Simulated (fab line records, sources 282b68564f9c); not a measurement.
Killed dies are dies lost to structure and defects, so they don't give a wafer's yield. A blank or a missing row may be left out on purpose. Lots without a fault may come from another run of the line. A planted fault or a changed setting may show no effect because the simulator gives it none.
A struck lot beside a sound one | flow rit_cmos | 15 steps out of a route of 202
Sound: wafers L543.1, L543.2, L543.6. Struck: wafers L552.1, L552.2, L552.3. The cause comes at the end.
At each step with rows: each side's tool, then ch and its chambers, then its first start. Under that, the readings that differ: sound wafers | struck wafers | difference of the means | sigmas: that difference in standard deviations of wafers without a fault.
alike: readings whose means differ by less than 2 such deviations, and words and numbers that are the same on both sides. not compared: withheld readings, readings that some wafer has no value for, bounds like >300 that may hide the same value, and numbers for which the record gives no deviation and whose values overlap.
The two part at a step that has a row with sigmas, a row that says differs or no value, or rows on one side only. Numbers that don't overlap but have no deviation are shown without sigmas and don't part them. A reading that every wafer of one side lacks parts them only if that side has two wafers or more.

first, 3 steps without rows for these wafers: RIT_SDANNEAL_CLEAN_00 (cleans in SC1, time 600 s); RIT_SDANNEAL_CLEAN_01 (cleans in dHF, time 30 s); RIT_SDANNEAL_CLEAN_02 (cleans in SC2, time 600 s).
RIT_SDANNEAL_RTA_03: time 5.174 s.
  sound on rtp_anneal-02 ch 0, day 4 21:17; struck on rtp_anneal-01 ch 0, day 6 13:17
  alike: wafer_temp_C_max
RIT_SDANNEAL_RS_MEAS_04: measures by four-point-probe.
  sound on film_metro-04, day 4 21:20; struck on film_metro-04, day 6 13:20
  alike: PSD_RS
RIT_SDANNEAL_RS_MEAS_05: measures by four-point-probe.
  sound on film_metro-04, day 4 21:28; struck on film_metro-04, day 6 13:28
  alike: NSD_RS
RIT_SDANNEAL_RS_MEAS_06: measures by four-point-probe.
  sound on film_metro-04, day 4 21:35; struck on film_metro-04, day 6 13:35
  alike: PLDD_RS
RIT_SDANNEAL_RS_MEAS_07: measures by four-point-probe.
  sound on film_metro-04, day 4 21:42; struck on film_metro-04, day 6 13:42
  alike: NLDD_RS
then, 1 step without rows for these wafers: RIT_SILICIDE_WET_ETCH_00 (etches SiO2 in BOE, target depth 14 nm, time 15 s).
RIT_SILICIDE_SPUTTER_01: material Ti, target thk 30 nm, time 240 s.
  sound on pvd_sputter-02, day 4 21:50; struck on pvd_sputter-01, day 6 13:50
  alike: throttle_valve_pct
RIT_SILICIDE_RS_MEAS_02: measures by four-point-probe.
  sound on film_metro-04, day 4 21:59; struck on film_metro-04, day 6 13:59
  alike: SILICIDE_TI_RS
RIT_SILICIDE_THK_MEAS_03: measures by xrf.
  sound on film_metro-04, day 4 22:07; struck on film_metro-04, day 6 14:07
  alike: SILICIDE_TI_THK
RIT_SILICIDE_RTA_04: time 10 s, ramp up 5 s, ramp down 5 s.
  sound on rtp_anneal-01 ch 0, day 4 22:10; struck on rtp_anneal-02 ch 0, day 6 14:10
  reading          | sound             | struck            | difference | sigmas
  wafer_temp_C_max | 653.1 653.1 654.4 | 657.9 658.4 656.6 | +4.1       | +6
then, 1 step without rows for these wafers: RIT_SILICIDE_WET_ETCH_05 (etches Ti in SPM, time 120 s).
RIT_M1_PROBE_99:
  the record has rows for the struck wafers here (prober-01, day 6 21:08) and none for the sound ones

WHERE THEY PART
First at RIT_SILICIDE_RTA_04; last, within this record, at RIT_M1_PROBE_99.

WHY: what the simulator had put in
Process parameter drift: rtp_anneal-02, from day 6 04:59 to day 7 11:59, at RIT_SILICIDE_RTA_04. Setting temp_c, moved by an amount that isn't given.
